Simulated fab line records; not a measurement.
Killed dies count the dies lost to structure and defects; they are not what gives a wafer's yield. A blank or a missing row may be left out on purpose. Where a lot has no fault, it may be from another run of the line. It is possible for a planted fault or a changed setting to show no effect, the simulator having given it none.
Which of the tools did it? -- flow berkeley cmos170 -- 42 wafers from 14 lots sampled at 5 of the route's 331 steps

== WHAT EACH GAUGE READ, for each wafer ==
UCB170_NWELL_THK_MEAS_05. Usual: NWELL_NITRIDE_THK 223.2 nm, standard deviation 2.
lot,measured,on,NWELL_NITRIDE_THK (nm),flag
L106,day 2 05:50,film metro-04,224.4 222.9 221.8,
L108,day 2 23:41,film metro-04,222.5 222.6 222.2,
L109,day 2 23:42,film metro-03,224.1 221.4 221.8,
L111,day 3 09:08,film metro-01,221.4 222.1 220.0,
L110,day 3 09:10,film metro-03,223.7 225.4 224.0,
L113,day 4 00:24,film metro-03,220.0 220.4 219.9,
L112,day 4 00:25,film metro-04,222.2 223.3 222.9,
L116,day 4 17:20,film metro-03,223.3 222.4 225.4,
L119,day 5 00:21,film metro-03,223.3 225.1 225.1,
L117,day 5 00:22,film metro-04,224.1 225.7 225.2,
L122,day 5 15:43,film metro-01,224.4 224.5 226.0,
L124,day 6 03:46,film metro-04,221.4 221.1 222.2,
L126,day 6 17:38,film metro-04,222.0 220.4 222.2,
L127,day 6 17:38,film metro-01,223.3 223.3 221.4,

UCB170_PWELL_THK_MEAS_06. Usual: PWELL_NITRIDE_THK 219.1 nm, standard deviation 2.2.
lot,measured,on,PWELL_NITRIDE_THK (nm),flag
L106,day 3 02:16,film metro-03,215.7 216.5 214.0,
L108,day 3 21:52,film metro-01,218.7 220.3 219.9,
L109,day 3 21:53,film metro-03,218.1 218.1 218.7,
L111,day 4 09:17,film metro-03,219.1 217.4 219.0,
L110,day 4 09:21,film metro-03,219.7 218.5 219.5,
L113,day 4 21:25,film metro-01,220.3 222.5 222.7,
L112,day 4 21:26,film metro-03,221.3 221.9 221.6,
L116,day 5 11:25,film metro-03,220.1 219.1 220.0,
L119,day 5 21:06,film metro-02,223.9 221.1 222.5,
L117,day 5 21:07,film metro-03,220.5 221.0 221.5,
L122,day 6 06:59,film metro-02,217.8 217.7 218.5,
L124,day 7 00:53,film metro-02,217.7 215.9 217.8,
L126,day 7 10:39,film metro-01,216.9 215.9 214.8,
L127,day 7 10:42,film metro-02,219.0 218.4 217.5,

UCB170_NVT_TW_MEAS_09. Usual: NVT_TW 520, standard deviation 3.6.
lot,measured,on,NVT_TW,flag
L106,day 6 14:43,film metro-03,520 516 520,
L108,day 7 03:24,film metro-01,523 525 524,
L109,day 7 03:48,film metro-04,519 518 515,
L111,day 7 13:08,film metro-03,517 516 517,
L110,day 7 12:52,film metro-01,524 524 524,
L113,day 7 20:46,film metro-04,514 518 513,
L112,day 7 20:32,film metro-01,526 524 524,
L116,day 8 14:18,film metro-04,520 520 522,
L119,day 8 14:32,film metro-03,519 519 517,
L117,day 8 14:13,film metro-03,520 518 519,
L122,day 9 05:01,film metro-01,524 521 523,
L124,day 10 03:42,film metro-01,525 525 525,
L126,day 10 12:04,film metro-03,534 534 532,OFF
L127,day 10 11:53,film metro-04,533 531 532,OFF

UCB170_SILICIDE_RS_MEAS_02: measures by four-point-probe. Usual: SILICIDE_TI_RS 26.1 ohm/sq, standard deviation 0.31.
lot,measured,on,SILICIDE_TI_RS (ohm/sq),flag
L106,day 8 00:13,film metro-03,26.1 25.7 26.0,
L108,day 8 13:26,film metro-02,25.9 25.7 26.0,
L109,day 8 13:13,film metro-03,26.3 26.4 26.1,
L111,day 9 06:50,film metro-03,25.5 25.6 25.7,
L110,day 9 04:41,film metro-03,26.1 26.0 26.0,
L113,day 9 07:22,film metro-02,26.1 26.2 26.3,
L112,day 9 04:53,film metro-03,26.1 25.9 26.4,
L116,day 10 02:09,film metro-03,25.5 25.9 25.8,
L119,day 10 02:43,film metro-01,26.0 26.1 26.1,
L117,day 10 03:31,film metro-03,26.4 26.5 26.1,
L122,day 10 23:35,film metro-01,26.4 26.0 26.2,
L124,day 11 15:07,film metro-03,26.4 26.2 26.3,
L126,day 12 01:19,film metro-02,25.9 26.4 26.0,
L127,day 12 01:28,film metro-03,26.2 26.4 26.4,

== TOOL THAT RAN EACH LOT (tool first, then ch and the chambers of the sampled wafers, then the start) ==
lot,UCB170_NVT_IMPLANT_07
L106,"implanter-02 ch 0, day 6 14:28"
L108,"implanter-03 ch 0, day 7 03:09"
L109,"implanter-01 ch 0, day 7 03:34"
L111,"implanter-03 ch 0, day 7 12:54"
L110,"implanter-01 ch 0, day 7 12:38"
L113,"implanter-03 ch 0, day 7 20:32"
L112,"implanter-02 ch 0, day 7 20:19"
L116,"implanter-01 ch 0, day 8 14:03"
L119,"implanter-02 ch 0, day 8 14:17"
L117,"implanter-02 ch 0, day 8 13:59"
L122,"implanter-02 ch 0, day 9 04:47"
L124,"implanter-02 ch 0, day 10 03:28"
L126,"implanter-01 ch 0, day 10 11:47"
L127,"implanter-01 ch 0, day 10 11:38"
- UCB170_NVT_IMPLANT_07

== AS READ BY THE TOOLS THEMSELVES (means over the sampled wafers that have a number; for cases with no such wafer, the mark the record gives instead) ==
UCB170_NVT_IMPLANT_07. Usual: beam energy keV 49.998, standard deviation 0.018; faraday current uA 9.51, standard deviation 0.19.
lot,tool,beam energy keV,faraday current uA,flag
L106,implanter-02,50.009,9.66,
L108,implanter-03,49.979,9.53,
L109,implanter-01,49.976,9.56,
L111,implanter-03,50.012,9.45,
L110,implanter-01,49.995,9.50,
L113,implanter-03,50.028,9.61,
L112,implanter-02,50.006,9.43,
L116,implanter-01,49.990,9.55,
L119,implanter-02,49.981,9.56,
L117,implanter-02,49.972,9.57,
L122,implanter-02,50.015,9.40,
L124,implanter-02,50.028,9.58,
L126,implanter-01,55.547,9.65,OFF
L127,implanter-01,55.561,9.78,OFF

== THE ANSWER, worked out from the rows above alone ==
Rule: lot off if the mean of its wafers having a number is beyond 3 standard deviations from the usual mean. Also off: a lot with no number at a reading for which 4 or more lots have one. Any other lot the step has rows for is counted as sound. Order of review: gauges by route order, followed by the tools' own readings, for which a lot's mean as printed above is used. The first step at which some lot is off is used, and at that step the reading that is off furthest; a lot without a number counts as furthest.
Off: L126, L127, at UCB170_NVT_TW_MEAS_09 (NVT_TW).
A tool fits if, at a process step before that reading, it ran every lot that is off, and no sound lot after the first of them. Not tried: the gauges at UCB170_NVT_TW_MEAS_09; whatever is off there is also off at UCB170_NVT_IMPLANT_07, on other tools, and gauge error can't account for it. One candidate fits, namely implanter-01 at UCB170_NVT_IMPLANT_07. A fault onset in the window from L116 (day 8 14:03, its last sound lot) to L127 (day 10 11:38, its first lot off) fits.
The tool's own readings at UCB170_NVT_IMPLANT_07 bear it out: on the lots that are off they differ by more than 5 times the standard deviation of the sound lots' means. beam energy keV reads 55.554 there against 49.999 on the sound lots.

== WHAT THE SIMULATOR HAD INSERTED ==
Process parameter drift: implanter-01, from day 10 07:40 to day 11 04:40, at UCB170_NVT_IMPLANT_07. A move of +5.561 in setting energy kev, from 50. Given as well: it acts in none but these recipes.
Shown lots that were struck: L126, L127. The rule given above showed the same thing.
